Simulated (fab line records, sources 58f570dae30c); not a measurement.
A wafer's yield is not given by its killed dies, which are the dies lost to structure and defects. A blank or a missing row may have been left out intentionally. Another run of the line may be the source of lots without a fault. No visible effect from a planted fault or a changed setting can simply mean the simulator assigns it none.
Which tool is to blame?	flow berkeleyCmos170	Sampling: 13 lots, 39 wafers, 6 of 331 route steps

WHAT EACH GAUGE READ, for each wafer
UCB170_SILICIDE_RS_MEAS_02: measures by four-point-probe. Usual: SILICIDE_TI_RS gives 25.9 ohm/sq (standard deviation 0.37).
lot	measured	on	SILICIDE_TI_RS (ohm/sq)	flag
L483	day 6 11:57	filmMetro-01	25.6 26.1 25.8	
L485	day 7 02:45	filmMetro-04	25.8 26.2 25.7	
L486	day 7 12:16	filmMetro-03	26.9 25.6 25.8	
L488	day 7 12:14	filmMetro-04	25.3 26.2 25.4	
L487	day 7 12:24	filmMetro-01	25.4 25.6 25.5	
L490	day 8 01:23	filmMetro-03	25.9 25.8 26.0	
L495	day 9 00:05	filmMetro-01	25.9 27.3 26.0	
L498	day 9 14:28	filmMetro-04	25.8 25.6 25.4	
L497	day 9 14:41	filmMetro-03	25.7 26.2 26.0	
L499	day 10 05:00	filmMetro-01	25.9 26.7 26.3	
L501	day 10 10:35	filmMetro-01	26.0 26.8 25.9	
L503	day 10 20:45	filmMetro-01	26.1 25.7 26.3	
L506	day 10 20:56	filmMetro-04	25.5 26.0 26.0	

UCB170_SILICIDE_THK_MEAS_03: measures by xrf. Usual: SILICIDE_TI_THK gives 30.1 nm (standard deviation 0.38).
lot	measured	on	SILICIDE_TI_THK (nm)	flag
L483	day 6 12:04	filmMetro-01	30.3 29.7 30.1	
L485	day 7 02:52	filmMetro-04	30.3 29.7 30.4	
L486	day 7 12:22	filmMetro-03	29.3 30.6 30.3	
L488	day 7 12:21	filmMetro-04	30.8 29.7 30.7	
L487	day 7 12:31	filmMetro-01	30.6 30.3 30.6	
L490	day 8 01:29	filmMetro-03	30.3 30.3 30.1	
L495	day 9 00:12	filmMetro-01	30.1 28.7 30.0	
L498	day 9 14:34	filmMetro-04	30.1 30.3 30.7	
L497	day 9 14:49	filmMetro-03	30.5 29.8 30.2	
L499	day 10 05:05	filmMetro-01	30.1 29.4 29.6	
L501	day 10 10:41	filmMetro-01	30.0 29.4 29.9	
L503	day 10 20:52	filmMetro-01	30.0 30.3 29.7	
L506	day 10 21:03	filmMetro-04	30.6 30.0 30.2	

UCB170_M3_CD_MEAS_15: target cd 700 nm. Usual: cdNm reads 700.2 nm (standard deviation 1.4).
lot	measured	on	cdNm (nm)	flag
L483	day 7 13:10	cdSem-01	701.0 700.1 700.4	
L485	day 7 22:38	cdSem-01	697.9 698.4 699.9	
L486	day 8 10:01	cdSem-02	701.4 702.4 701.5	
L488	day 8 09:13	cdSem-02	701.0 701.3 702.8	
L487	day 8 09:24	cdSem-01	698.6 698.1 698.3	
L490	day 8 22:16	cdSem-01	699.4 700.8 699.5	
L495	day 9 22:04	cdSem-02	699.9 699.1 701.2	
L498	day 10 12:52	cdSem-01	701.2 700.3 700.3	
L497	day 10 12:34	cdSem-01	701.2 700.4 701.6	
L499	day 11 10:41	cdSem-01	699.0 698.6 700.9	
L501	day 11 10:47	cdSem-01	702.1 701.9 702.1	
L503	day 11 23:49	cdSem-02	699.1 700.7 698.9	
L506	day 11 23:28	cdSem-02	698.1 696.5 696.8	

WHAT TOOL EACH LOT RAN ON (gives the tool, then ch and the chambers of the sampled wafers, and finally the start)
lot	UCB170_SILICIDE_SPUTTER_01	UCB170_CONTACT_STRIP_06	UCB170_M2_ETCH_17
L483	pvdSputter-01, day 6 11:54	plasmaAsher-03 ch 0,1, day 6 15:40	rieDiel-01 ch 1,2, day 7 06:14
L485	pvdSputter-02, day 7 02:43	plasmaAsher-03 ch 0,1, day 7 05:47	rieDiel-03 ch 2,3, day 7 17:20
L486	pvdSputter-02, day 7 12:12	plasmaAsher-03 ch 0,1, day 7 15:31	rieDiel-01 ch 0,2,3, day 8 03:35
L488	pvdSputter-04, day 7 12:12	plasmaAsher-02 ch 0,1, day 7 15:19	rieDiel-03 ch 0,2, day 8 03:06
L487	pvdSputter-01, day 7 12:22	plasmaAsher-04 ch 0,1, day 7 15:19	rieDiel-04 ch 0,2, day 8 03:18
L490	pvdSputter-04, day 8 01:19	plasmaAsher-04 ch 0,1, day 8 04:16	rieDiel-03 ch 1,2,3, day 8 17:14
L495	pvdSputter-01, day 9 00:02	plasmaAsher-04 ch 0, day 9 04:34	rieDiel-01 ch 0,2, day 9 15:40
L498	pvdSputter-04, day 9 14:23	plasmaAsher-04 ch 0,1, day 9 17:44	rieDiel-03 ch 0,1,2, day 10 07:05
L497	pvdSputter-02, day 9 14:39	plasmaAsher-03 ch 1, day 9 17:48	rieDiel-01 ch 0,1, day 10 06:49
L499	pvdSputter-04, day 10 04:54	plasmaAsher-03 ch 0,1, day 10 12:07	rieDiel-01 ch 0,1, day 11 05:19
L501	pvdSputter-02, day 10 10:31	plasmaAsher-03 ch 0,1, day 10 15:35	rieDiel-03 ch 1,3, day 11 05:35
L503	pvdSputter-02, day 10 20:43	plasmaAsher-02 ch 0,1, day 11 01:28	rieDiel-04 ch 0,2,3, day 11 18:08
L506	pvdSputter-04, day 10 20:54	plasmaAsher-04 ch 0,1, day 11 01:33	rieDiel-01 ch 1,2, day 11 18:01
- UCB170_SILICIDE_SPUTTER_01: material Ti, target thk 30 nm, time 25 s.
- UCB170_CONTACT_STRIP_06: strips in O2.
- UCB170_M2_ETCH_17: etches BARC in N2/H2.

WHAT THE TOOLS THEMSELVES READ (means of the sampled wafers that have a number; where no wafer has one, the mark that the record gives instead)
UCB170_SILICIDE_SPUTTER_01. Usual: throttleValvePct reads 29.9 % (standard deviation 0.89).
lot	tool	throttleValvePct (%)	flag
L483	pvdSputter-01	30.0	
L485	pvdSputter-02	29.6	
L486	pvdSputter-02	29.9	
L488	pvdSputter-04	29.4	
L487	pvdSputter-01	29.9	
L490	pvdSputter-04	30.3	
L495	pvdSputter-01	30.4	
L498	pvdSputter-04	29.7	
L497	pvdSputter-02	29.9	
L499	pvdSputter-04	30.7	
L501	pvdSputter-02	29.2	
L503	pvdSputter-02	29.9	
L506	pvdSputter-04	29.6	

UCB170_CONTACT_STRIP_06. Usual: drypumpMotorCurrentA 5.8 A, standard deviation 0.49; oesProductAu 0.734 a.u., standard deviation 0.0046; stripTimeToEndpointS 21.99 s, standard deviation 0.084.
lot	tool	drypumpMotorCurrentA (A)	oesProductAu (a.u.)	stripTimeToEndpointS (s)	flag
L483	plasmaAsher-03	5.9	0.732	22.04	
L485	plasmaAsher-03	5.4	0.727	22.06	
L486	plasmaAsher-03	5.9	0.732	22.06	
L488	plasmaAsher-02	5.5	0.735	22.09	
L487	plasmaAsher-04	6.0	0.738	21.93	
L490	plasmaAsher-04	5.9	0.738	21.95	
L495	plasmaAsher-04	5.8	0.730	21.98	
L498	plasmaAsher-04	5.9	0.735	22.06	
L497	plasmaAsher-03	5.0	0.741	21.95	
L499	plasmaAsher-03	5.9	0.735	21.97	
L501	plasmaAsher-03	5.5	0.736	21.95	
L503	plasmaAsher-02	5.5	0.734	21.89	
L506	plasmaAsher-04	6.0	0.737	21.89	

UCB170_M2_ETCH_17. Usual: drypumpMotorCurrentA 5.9 A, standard deviation 0.43; oesProductAu 1.013 a.u., standard deviation 0.021; throttleValvePct 13.26 %, standard deviation 0.21.
lot	tool	drypumpMotorCurrentA (A)	oesProductAu (a.u.)	throttleValvePct (%)	flag
L483	rieDiel-01	5.9	1.032	13.03	
L485	rieDiel-03	6.1	0.985	13.39	
L486	rieDiel-01	6.0	1.022	13.29	
L488	rieDiel-03	5.4	1.022	13.42	
L487	rieDiel-04	6.1	1.009	13.18	
L490	rieDiel-03	5.9	0.998	13.29	
L495	rieDiel-01	5.8	1.018	13.13	
L498	rieDiel-03	5.5	1.027	13.30	
L497	rieDiel-01	6.1	1.010	13.29	
L499	rieDiel-01	6.0	0.999	13.38	
L501	rieDiel-03	5.8	0.995	13.20	
L503	rieDiel-04	6.0	1.009	13.12	
L506	rieDiel-01	5.9	1.022	13.01	

THE ANSWER, worked out from the rows above alone
Rule: lot off if the mean of its wafers having a number is beyond 3 standard deviations from the usual mean. Also off: a lot with no number at a reading for which 4 or more lots have one. Where the step has rows for the other lots, those lots are counted as sound. First the gauges in route order, then the tools' own readings, where a lot's mean is used as printed above. The first step at which some lot is off is used, and at that step the reading that is off furthest; a lot without a number counts as furthest.
Nothing can be told from this: no lot is off at any reading shown.

WHAT WAS PUT IN BY THE SIMULATOR
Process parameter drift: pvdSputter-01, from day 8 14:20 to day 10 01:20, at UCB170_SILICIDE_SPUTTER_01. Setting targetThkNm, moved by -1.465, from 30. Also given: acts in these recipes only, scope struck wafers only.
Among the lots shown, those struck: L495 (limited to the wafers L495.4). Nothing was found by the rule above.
